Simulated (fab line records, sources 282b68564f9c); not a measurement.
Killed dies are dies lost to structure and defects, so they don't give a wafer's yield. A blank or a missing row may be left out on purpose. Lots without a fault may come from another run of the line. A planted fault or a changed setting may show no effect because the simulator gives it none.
Problem report in the 8D (eight disciplines) form, filled by code | flow rit_cmos | the parts of the form that need people (team, actions taken, sign-off) are left out

1. THE PROBLEM
PRETRO_TW at RIT_PRETRO_TW_MEAS_10 reads a mean of 30.1 on 6 wafers of 2 lots; wafers without a fault read 475.7 with a standard deviation of 2.1. That is -99 or more standard deviations from the usual mean.
First seen on wafer L578.1, day 3 10:14, on film_metro-02. The record holds 42 wafers of 14 lots with a number at this step. Rule for "out", or "out of limits": more than 4 standard deviations from the usual mean. The other wafers with a number count as sound.

2. WHAT IT IS AND WHAT IT IS NOT
question                    | is                     | is not
which readings at this step | PRETRO_TW              | -
which lots                  | L578, L579             | L573, L581, L586, L587, L589, L590, L591, L592, L593, L594, L595, L596
which wafers of those lots  | all that have a number | -
read on which gauges        | film_metro-02          | film_metro-01, film_metro-04
when                        | from day 3 10:14       | up to then (3 sound wafers); but 33 sound wafers of L581, L586, L587, L589, L590, L591, L592, L593, L594, L595, L596 came after

3. SUSPECTS, AND WHAT RULES EACH OUT
Counting: a tool at a process step up to the reading stays a suspect if it ran every lot that is out and no sound lot after the first of them.
- the gauge at RIT_PRETRO_TW_MEAS_10: kept. All the wafers that are out were read on film_metro-02, and no step on other tools shows them out.
- plasma_asher-03 at RIT_NRETRO_STRIP_09 (strips in O2, time 180 s): ruled out as a lasting fault. Sound lots L586, L592, L593, L594, L595 ran on it after its first lot that is out, L578 (day 3 08:22).
Left after counting: film_metro-02 at RIT_PRETRO_TW_MEAS_10.

4. THE CAUSE (what the simulator had put in)
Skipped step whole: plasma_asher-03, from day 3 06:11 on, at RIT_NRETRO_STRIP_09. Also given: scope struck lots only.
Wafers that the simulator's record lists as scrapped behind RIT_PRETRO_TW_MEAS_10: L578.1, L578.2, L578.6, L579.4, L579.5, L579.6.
Counting ruled it out, wrongly: the rule takes a fault to strike every lot that its tool runs from its start on, and this one did not.

5. THE CHAIN OF EFFECTS, in route order
Each row: a reading whose mean over the struck wafers that have a number lies more than 3 standard deviations from the usual. Only readings for which the record gives a usual standard deviation are gone through. hours: the time from each lot's start at the first step in this table that gives one to its start at this step, as a median over the lots. sigmas: the change in usual standard deviations.
hours | step                  | reading   | usual | on struck wafers | change | sigmas
0     | RIT_PRETRO_TW_MEAS_10 | PRETRO_TW | 475.7 | 30.1             | -445.6 | -99 or more
Readings that are blank on the struck wafers while sound wafers have them: chamber_pressure_mTorr at RIT_NRETRO_STRIP_09; drypump_motor_current_A at RIT_NRETRO_STRIP_09.

6. WHAT WOULD HAVE CAUGHT IT SOONER
In this record the first reading out of limits at a measuring or inspecting step was taken at day 3 10:14, 4 hours after the fault began at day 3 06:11.
At RIT_NRETRO_STRIP_09 the tool's readings are blank on the struck wafers, where sound wafers have them: an empty tool record is the first sign, and it was there at once.
